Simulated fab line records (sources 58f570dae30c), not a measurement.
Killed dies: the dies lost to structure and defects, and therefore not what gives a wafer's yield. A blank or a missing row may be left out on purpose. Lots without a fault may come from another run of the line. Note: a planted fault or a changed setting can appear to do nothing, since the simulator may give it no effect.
Chamber matching | flow berkeley cmos170 | 4 sister chambers for UCB170_V2_CMP_02 on cmp-01
The step polishes SiO2. 4 wafers are shown with their chamber, then 8 later ones without.

## EACH WAFER AND ITS CHAMBER
wafer  | chamber | motor current A (A)
L908.1 | 1       | 18.1
L911.5 | 3       | 17.1
L911.6 | 0       | 14.2
L912.2 | 2       | 14.1

## WAFERS WITH NO CHAMBER GIVEN
wafer  | motor current A (A)
L912.3 | 19.2
L912.5 | 15.4
L918.2 | 14.2
L918.3 | 16.2
L918.4 | 14.5
L921.1 | 14.5
L921.2 | 17.1
L921.4 | 19.5

## THE CHAMBER EACH PASSED THROUGH
wafer  | from the rows above               | in truth
L912.3 | can't be placed: 1 or 3           | 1
L912.5 | can't be placed: 0 or 2 or 3 or 1 | 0
L918.2 | can't be placed: 0 or 2           | 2
L918.3 | can't be placed: 3 or 1 or 0 or 2 | 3
L918.4 | can't be placed: 0 or 2           | 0
L921.1 | can't be placed: 0 or 2           | 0
L921.2 | can't be placed: 3 or 1           | 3
L921.4 | can't be placed: 1 or 3           | 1
Correctly placed: 0 of 8. From these rows, 8 cannot be placed; in 8 the true chamber is one of the candidates. Wrongly placed: 0.
How it was worked out, from the rows above alone: a wafer's distance from a chamber is the root of the sum, over the readings, of the square of ((its reading less the chamber's mean) divided by the reading's scatter). If the next closest chamber is less than 2 further off than the closest, the wafer can't be placed; otherwise it belongs to the closest. For every chamber, the mean is computed from those of its wafers that are shown. The scatter: with one shown wafer a chamber, the root of the mean of the squares of how far each hidden wafer lies from its nearest shown one.
